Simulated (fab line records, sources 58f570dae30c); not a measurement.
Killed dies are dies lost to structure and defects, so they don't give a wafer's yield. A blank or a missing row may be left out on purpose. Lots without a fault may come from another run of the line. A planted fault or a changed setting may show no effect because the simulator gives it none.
Problem report in the 8D (eight disciplines) form, filled by code | flow berkeley_cmos170 | the parts of the form that need people (team, actions taken, sign-off) are left out

1. THE PROBLEM
cd_nm at UCB170_M3_CD_MEAS_90 reads a mean of 717 nm on 3 wafers of 2 lots; wafers without a fault read 700 nm with a standard deviation of 3.4. That is +5.0 standard deviations from the usual mean.
The step: target cd 700 nm.
First seen on wafer L781.4, day 12 02:32, on cd_sem-02. The record holds 42 wafers of 14 lots with a number at this step. Rule for "out", or "out of limits": more than 4 standard deviations from the usual mean. The other wafers with a number count as sound.

2. WHAT IT IS AND WHAT IT IS NOT
question                    | is                     | is not
which readings at this step | cd_nm                  | -
which lots                  | L781, L783             | L764, L765, L767, L769, L770, L771, L773, L777, L778, L779, L780, L782
which wafers of those lots  | L781.4, L781.6, L783.1 | L781.5, L783.2, L783.5
read on which gauges        | cd_sem-01, cd_sem-02   | -
when                        | from day 12 02:32      | up to then (34 sound wafers); but 5 sound wafers of L782, L783 came after

3. SUSPECTS, AND WHAT RULES EACH OUT
Counting: a tool at a process step up to the reading stays a suspect if it ran every lot that is out. Sound lots after the first of them don't rule it out here, since some wafers of a struck lot are sound.
- the gauge at UCB170_M3_CD_MEAS_90: ruled out. The wafers that are out were read on 2 gauges (cd_sem-01, cd_sem-02).
- rie_metal-04 at UCB170_M3_METAL_ETCH_18 (etches Al in Cl2/BCl3, stops on SiO2, target depth 1170 nm, time 195 s): kept. It ran every lot that is out, first L781 (day 12 02:13); its last sound lot up to then is L777 (day 11 08:46). Its own readings are out on those wafers: oes_product_au, run_length_s.
- Within rie_metal-04 at UCB170_M3_METAL_ETCH_18: the wafers that are out ran in chamber 0; their sound lot-mates ran in chamber 1.
Left after counting: rie_metal-04 at UCB170_M3_METAL_ETCH_18.

4. THE CAUSE (what the simulator had put in)
Process parameter drift: rie_metal-04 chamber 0, from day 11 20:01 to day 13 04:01, at UCB170_M3_METAL_ETCH_18. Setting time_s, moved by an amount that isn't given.
Counting left only this tool.

5. THE CHAIN OF EFFECTS, in route order
Each row: a reading whose mean over the struck wafers that have a number lies more than 3 standard deviations from the usual. Only readings for which the record gives a usual standard deviation are gone through. hours: the time from each lot's start at the first step in this table that gives one to its start at this step, as a median over the lots. sigmas: the change in usual standard deviations.
hours | step                    | reading              | usual      | on struck wafers | change | sigmas
0     | UCB170_M3_METAL_ETCH_18 | oes_product_au       | 0.853 a.u. | 0.981            | +0.128 | +8.5
0     | UCB170_M3_METAL_ETCH_18 | run_length_s         | 223.3 s    | 159.0            | -64.3  | -99 or more
0     | UCB170_M3_STRIP_19      | oes_product_au       | 0.549 a.u. | 0.726            | +0.177 | +15
0     | UCB170_M3_CD_MEAS_90    | cd_nm                | 700 nm     | 717              | +17    | +5.0
1     | UCB170_M3_PROBE_99      | defect_limited_yield | 98.8 %     | 0.0              | -98.8  | -99 or more
1     | UCB170_M3_PROBE_99      | killed_at_M0_to_M3   | 0.8        | 261.7            | +260.9 | +99 or more
1     | UCB170_M3_PROBE_99      | killed_dies          | 3.2        | 264.0            | +260.8 | +99 or more
1     | UCB170_M3_PROBE_99      | killed_on_rim        | 0.8        | 70.0             | +69.2  | +80
1     | UCB170_M3_PROBE_99      | sort_bin_5_function  | 0.7 %      | 99.5             | +98.8  | +99 or more
1     | UCB170_M3_PROBE_99      | sort_n_pass          | 260.8      | 0.0              | -260.8 | -99 or more
1     | UCB170_M3_PROBE_99      | sort_yield_pct       | 98.8 %     | 0.0              | -98.8  | -99 or more
The process steps in it:
- UCB170_M3_METAL_ETCH_18: etches Al in Cl2/BCl3, stops on SiO2, target depth 1170 nm, time 195 s.
- UCB170_M3_STRIP_19: strips in O2.
- UCB170_M3_PROBE_99
Readings that are blank on the struck wafers while sound wafers have them: rf_fwd_power_W at UCB170_M3_METAL_ETCH_18.

6. WHAT WOULD HAVE CAUGHT IT SOONER
In this record the first reading out of limits at a measuring or inspecting step was taken at day 12 02:32, 7 hours after the fault began at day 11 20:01.
The tool's own readings at UCB170_M3_METAL_ETCH_18 were out on every struck wafer that the step has a row for (oes_product_au, run_length_s): an alarm limit on them would have fired on the first of those.
Of the lots that are out (2), L783 began UCB170_M3_METAL_ETCH_18 on rie_metal-04 after day 12 02:32. A hold on the tool at that time would have spared it.
